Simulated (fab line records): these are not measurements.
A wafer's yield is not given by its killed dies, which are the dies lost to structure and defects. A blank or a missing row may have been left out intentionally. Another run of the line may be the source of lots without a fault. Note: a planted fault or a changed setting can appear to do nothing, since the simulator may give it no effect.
Comparing a struck lot with a sound one :: flow rit cmos :: 28 steps out of a route of 202
Sound: wafers L273.3, L273.4, L273.5. The struck wafers were L286.2, L286.5, L286.6. At the end, the cause is stated.
At each step with rows: each side's tool, then ch and its chambers, then its first start. Under that, the readings that differ: sound wafers :: struck wafers :: difference of the means :: sigmas: that difference in standard deviations of wafers without a fault.
alike: a reading whose means differ by less than 2 such deviations, as well as words and numbers matching on both sides. not compared: withheld readings; readings where some wafer has no value; bounds like >300 that might hide an equal value; numbers whose values overlap and for which the record gives no deviation.
A row with sigmas, a row that says differs or no value, or rows on one side alone: a step with any of these is where the two part. Non-overlapping numbers with no deviation appear without sigmas and do not part them. Lack of a reading on every wafer of one side parts them only where that side has two or more wafers.

RIT_ACTIVE_BOW_MEAS_00:
  sound on film metro-03, day 3 02:02; struck on film metro-03, day 5 19:01
  alike: INCOMING_BOW
RIT_ACTIVE_OXIDATION_01: target thk 46.8 nm, ox time 3360 s.
  sound on furnace-03 ch 0, day 3 02:28; struck on furnace-01 ch 0, day 5 19:21
reading: spike tc centre C (C)
sound: 1003.7 1001.9 1002.4
struck: 1017.0 1017.2 1017.3
difference: +14.5
sigmas: +12

reading: spike tc load C (C)
sound: 1029.1 1028.5 1029.9
struck: 1043.2 1044.8 1043.3
difference: +14.6
sigmas: +9

reading: tube center temp C (C)
sound: 999.94 999.91 999.93
struck: 1015.1 1015 1015.1
difference: +15.1
sigmas: +99 or more

reading: tube_center_temp_C_max
sound: 1002.8 1002.1 1002.6
struck: 1017.5 1017.7 1017.3
difference: +15.0
sigmas: +39

reading: model.SiO2_of_ACTIVE_OXIDATION_01.thk nm (nm)
sound: 45.13 46.37 45.22
struck: 53.28 53.04 53.29
difference: +7.63
sigmas: 
RIT_ACTIVE_THK_MEAS_02:
  sound on film metro-01, day 3 04:25; struck on film metro-02, day 5 21:17
reading: ACTIVE_OXIDE_THK (nm)
sound: 45.1 46.4 45.2
struck: 53.3 53.0 53.3
difference: +7.6
sigmas: +9
then, 1 step without rows for these wafers: RIT_ACTIVE_CVD_03 (deposits Si3N4 from SiH2Cl2/NH3, target thk 150 nm, time 1500 s).
RIT_ACTIVE_THK_MEAS_04:
  sound on film metro-02, day 3 05:54; struck on film metro-03, day 5 22:46
  alike: ACTIVE_NITRIDE_THK
then, 6 steps without rows for these wafers: RIT_ACTIVE_HMDS_05 (prime time 60 s); RIT_ACTIVE_COAT_06 (resist thk 1000 nm); RIT_ACTIVE_SOFTBAKE_07 (time 60 s); RIT_ACTIVE_EXPOSE_08 (exposes mask M1, target cd 1400 nm); RIT_ACTIVE_PEB_09; RIT_ACTIVE_DEVELOP_10 (develop time 50 s).
RIT_ACTIVE_CD_MEAS_11 targets a cd of 1400 nm.
  sound on cd sem-01, day 3 06:57; struck on cd sem-01, day 5 23:47
  alike: cd nm
then, 1 step without rows for these wafers: RIT_ACTIVE_HARDBAKE_12 (time 60 s).
RIT_ACTIVE_ETCH_13: etches Si3N4 in SF6, stops on SiO2, time 210 s, target depth 210 nm.
  sound on rie diel-01 ch 1,2,3, day 3 07:11; struck on rie diel-01 ch 1,2,3, day 6 00:14
  alike: drypump motor current A, oes product au, throttle valve pct
  not compared: rf hours counter h
RIT_ACTIVE_STRIP_14: strips in O2, time 180 s.
  sound on plasma asher-01 ch 0,1, day 3 07:23; struck on plasma asher-01 ch 0,1, day 6 00:22
  alike: drypump motor current A
  not compared: rf hours counter h
RIT_ACTIVE_CD_MEAS_90 targets a cd of 1400 nm.
  sound on cd sem-02, day 3 07:32; struck on cd sem-02, day 6 00:34
  alike: cd nm
then, 4 steps without rows for these wafers: RIT_ACTIVE_CLEAN_15 (cleans in SC1, time 600 s); RIT_ACTIVE_CLEAN_16 (cleans in dHF, time 30 s); RIT_ACTIVE_CLEAN_17 (cleans in SC2, time 600 s); RIT_FOX1_OXIDATION_00 (target thk 350.7 nm, ox time 1130 s).
RIT_FOX1_THK_MEAS_01:
  sound on film metro-01, day 3 13:02; struck on film metro-04, day 6 04:11
reading: FOX1_OXIDE_THK (nm)
sound: 353 357 367
struck: 347 340 345
difference: -15
sigmas: -2
then, 2 steps without rows for these wafers: RIT_FOX1_WET_ETCH_02 (etches SiO2 in BOE, target depth 350 nm, time 390 s); RIT_FOX2_OXIDATION_00 (target thk 350.7 nm, ox time 1130 s).
RIT_FOX2_THK_MEAS_01:
  sound on film metro-01, day 3 16:32; struck on film metro-02, day 6 11:48
  alike: FOX2_OXIDE_THK
then, 1 step without rows for these wafers: RIT_FOX2_CLEAN_02 (cleans in dHF, time 180 s).
RIT_FOX2_WET_ETCH_03: etches Si3N4 in H3PO4, target depth 195 nm, time 2700 s.
  sound on wet bench-04 ch 2, day 3 16:38; struck on wet bench-01 ch 1, day 6 11:55
reading: model.SiO2_of_ACTIVE_OXIDATION_01.thk nm (nm)
sound: 38.84 40.82 39.61
struck: 46.83 45.88 47.01
difference: +6.82
sigmas: 
  alike: bath heat duty pct, temp c
RIT_FOX2_THK_MEAS_90:
  sound on film metro-02, day 3 17:25; struck on film metro-02, day 6 12:45
  alike: FIELD_OXIDE_LEFT_1_THK
-- the record jumps here: 2 days lie between the struck wafers' starts before and after (it left off in module FOX2 and takes up again in module M1, whose first step shown is number 202 of the route) --
RIT_M1_PROBE_99:
  sound on prober-01, day 5 09:53; struck on prober-02, day 8 13:58
reading: model.etest.pldd.width nm (nm)
sound: 3172 3178 3185
struck: 3104 3118 3119
difference: -65
sigmas: 

reading: model.etest.nldd.width nm (nm)
sound: 3193 3179 3188
struck: 3102 3099 3112
difference: -82
sigmas: 

reading: model.etest.nplus sal.width nm (nm)
sound: 3465 3450 3436
struck: 3429 3412 3418
difference: -31
sigmas: 

reading: model.etest.pplus sal.width nm (nm)
sound: 3457 3462 3444
struck: 3425 3411 3399
difference: -43
sigmas: 

reading: model.etest.nmos narrow.drive ua um
sound: 234.2 238.5 232.4
struck: 216.4 218.2 218.9
difference: -17.2
sigmas: 

reading: model.etest.pmos narrow.drive ua um
sound: 107.5 109.9 107.5
struck: 97.07 101.3 99.03
difference: -9.17
sigmas: 
  alike: killed at contacts, killed at front end, killed dies, killed open, killed short

## WHERE THEY PART
At RIT_ACTIVE_OXIDATION_01 first; at RIT_FOX1_THK_MEAS_01 last (within this record only). Later steps at which nothing parts them and some readings are alike: RIT_FOX2_THK_MEAS_01, RIT_FOX2_WET_ETCH_03, RIT_FOX2_THK_MEAS_90, RIT_M1_PROBE_99.

WHY: whatever the simulator had introduced
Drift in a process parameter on furnace-01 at RIT_ACTIVE_OXIDATION_01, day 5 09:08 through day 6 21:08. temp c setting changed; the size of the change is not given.
